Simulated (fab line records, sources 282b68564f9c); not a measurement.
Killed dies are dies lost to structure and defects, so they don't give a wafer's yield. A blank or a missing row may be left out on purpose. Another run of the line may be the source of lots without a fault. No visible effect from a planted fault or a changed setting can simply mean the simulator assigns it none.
Chamber matching | flow rit cmos | RIT_GATE_ETCH_19 on rie si-02 has 4 sister chambers
The step etches poly-Si in SF6/CHF3/O2, stops on SiO2, time 165 s, target depth 312.5 nm. 14 wafers are shown with their chamber, then 7 later ones without.

## EACH WAFER AND ITS CHAMBER
wafer  | chamber | throttle valve pct (%) | drypump motor current A (A) | oes product au (a.u.)
L591.2 | 1       | 10.36                  | 6.0                         | 0.854
L591.5 | 3       | 10.09                  | 6.6                         | 0.852
L591.6 | 2       | 10.53                  | 5.5                         | 0.855
L595.1 | 0       | 10.11                  | 6.0                         | 0.858
L595.3 | 3       | 10.10                  | 6.6                         | 0.845
L595.6 | 3       | 10.08                  | 6.6                         | 0.851
L597.1 | 2       | 10.54                  | 5.5                         | 0.858
L597.3 | 0       | 10.09                  | 6.0                         | 0.861
L597.5 | 0       | 10.10                  | 6.0                         | 0.856
L603.1 | 2       | 10.53                  | 5.4                         | 0.859
L603.3 | 1       | 10.34                  | 5.9                         | 0.855
L603.5 | 2       | 10.52                  | 5.5                         | 0.852
L607.2 | 1       | 10.35                  | 5.9                         | 0.853
L607.3 | 2       | 10.52                  | 5.5                         | 0.858

SIGNATURES (averages over the wafers above)
reading                 | chamber 0 | chamber 1 | chamber 2 | chamber 3 | scatter within a chamber
throttle valve pct      | 10.1000   | 10.3500   | 10.5280   | 10.0900   | 0.00938
drypump motor current A | 6.000     | 5.933     | 5.480     | 6.600     | 0.0383
oes product au          | 0.85833   | 0.85400   | 0.85640   | 0.84933   | 0.00277
Rule: for a wafer and a chamber, the distance is found by dividing, reading by reading, the gap between the wafer's reading and the chamber's mean by the reading's scatter, squaring, summing and taking the root. The wafer belongs to the nearest chamber; if the next one is less than 2 further off, it can't be placed. How the scatter is found: for the shown wafers, subtract from each reading the mean of its chamber, square and add these, divide the total by (wafers less chambers), then take the root.

## WAFERS WITH NO CHAMBER GIVEN
wafer  | throttle valve pct (%) | drypump motor current A (A) | oes product au (a.u.)
L607.6 | 10.34                  | 6.0                         | 0.857
L611.3 | 10.09                  | 6.0                         | 0.849
L611.5 | 10.35                  | 5.9                         | 0.842
L611.6 | 10.10                  | 6.0                         | 0.848
L613.1 | 10.54                  | 5.5                         | 0.853
L613.3 | 10.09                  | 6.6                         | 0.860
L613.4 | 10.10                  | 6.0                         | 0.849

## WHICH CHAMBER EACH ONE RAN IN
wafer  | from the rows above | in truth
L607.6 | 1                   | 1
L611.3 | 0                   | 0
L611.5 | 1                   | 1
L611.6 | 0                   | 0
L613.1 | 2                   | 2
L613.3 | 3                   | 3
L613.4 | 0                   | 0
Correctly placed: 7 of 7. Can't be placed from these rows: 0. 0 placed wrongly.
